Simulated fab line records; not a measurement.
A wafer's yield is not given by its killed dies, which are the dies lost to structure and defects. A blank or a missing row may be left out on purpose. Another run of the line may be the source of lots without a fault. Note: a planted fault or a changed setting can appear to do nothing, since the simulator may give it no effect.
Struck lot and sound lot, side by side / flow berkeley cmos170 / 16 steps out of a route of 331
Sound: wafers L753.1, L753.2, L753.6. Wafers struck: L758.1, L758.2, L758.3. At the end, the cause is stated.
At each step with rows: each side's tool, then ch and its chambers, then its first start. Under that, the readings that differ: sound wafers / struck wafers / difference of the means / sigmas: that difference in standard deviations of wafers without a fault.
alike: words and numbers the same on both sides, and readings whose means are apart by under 2 such deviations; not compared: readings that were withheld, readings missing a value for some wafer, numbers with overlapping values and no deviation given by the record, and bounds like >300 which may hide the same value.
The two part at a step that has a row with sigmas, a row that says differs or no value, or rows on one side only. Numbers that don't overlap but have no deviation are shown without sigmas and don't part them. A reading missing from all wafers of one side parts the sides only when that side holds two or more wafers.

first, 1 step without rows for these wafers: UCB170_NWELL_OXIDATION_01 (target thk 26.4 nm, ox time 1260 s).
UCB170_NWELL_THK_MEAS_02:
  sound: film metro-01 at day 2 20:45; struck: film metro-01 at day 3 19:39
  alike: NWELL_OXIDE_THK
then, 2 steps without rows for these wafers: UCB170_NWELL_ANNEAL_03 (time 900 s); UCB170_NWELL_CVD_04 (deposits Si3N4 from SiH2Cl2/NH3, target thk 224 nm, time 3360 s).
UCB170_NWELL_THK_MEAS_05:
  sound: film metro-04 at day 3 00:21; struck: film metro-01 at day 4 03:13
  alike: NWELL_NITRIDE_THK
then, 6 steps without rows for these wafers: UCB170_NWELL_HMDS_06 (prime time 60 s); UCB170_NWELL_COAT_07 (resist thk 900 nm); UCB170_NWELL_SOFTBAKE_08 (time 60 s); UCB170_NWELL_EXPOSE_09 (exposes mask NWELL, target cd 3000 nm); UCB170_NWELL_PEB_10; UCB170_NWELL_DEVELOP_11 (develop time 45 s).
UCB170_NWELL_OVL_MEAS_12:
  sound: overlay-02 at day 3 01:29; struck: overlay-02 at day 4 04:10
  alike: NWELL_OVL
UCB170_NWELL_ETCH_13: etches Si3N4 in CH3F/Ar/O2, stops on SiO2, target depth 246.4 nm, time 154 s.
  sound on rie diel-02 ch 0,2, day 3 01:32; struck on rie diel-01 ch 1,2,3, day 4 04:12
reading=oes product au (a.u.); sound=0.950 0.977 0.982; struck=0.852 0.881 0.874; difference=-0.101; sigmas=-6
reading=rf fwd power W (W); sound=445.9 450.0 447.2; struck=268.0 268.5 266.8; difference=-179.9; sigmas=-99 or more
reading=model.KrF_of_NWELL_COAT_07.thk nm (nm); sound=725.6 725.8 729.3; struck=758.2 756.4 755.4; difference=+29.8; sigmas=
reading=model.etch.depth nm (nm); sound=228.9 227.2 228.2; struck=188.7 194.7 194.5; difference=-35.5; sigmas=
  alike: O2_flow_sccm, drypump motor current A, throttle valve pct
  not compared: rf hours counter h
following that, these wafers have no rows for 1 step: UCB170_NWELL_IMPLANT_14.
UCB170_NWELL_STRIP_15: strips in O2.
  sound on plasma asher-02 ch 0,1, day 3 01:47; struck on plasma asher-02 ch 0,1, day 4 04:28
reading=strip time to endpoint s (s); sound=18.11 18.11 18.21; struck=18.88 18.84 18.84; difference=+0.71; sigmas=+9
  alike: drypump motor current A, oes product au
  not compared: rf hours counter h
UCB170_NWELL_TW_MEAS_16:
  sound: film metro-03 at day 3 01:53; struck: film metro-04 at day 4 04:34
reading=NWELL_TW; sound=1230 1225 1231; struck=1266 1263 1257; difference=+33; sigmas=+2

## WHERE THEY PART
Last at UCB170_NWELL_TW_MEAS_16 as far as this record goes, first at UCB170_NWELL_ETCH_13.

WHY: the cause the simulator had injected
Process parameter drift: rie diel-01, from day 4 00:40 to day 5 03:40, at UCB170_NWELL_ETCH_13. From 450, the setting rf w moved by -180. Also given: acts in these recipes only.
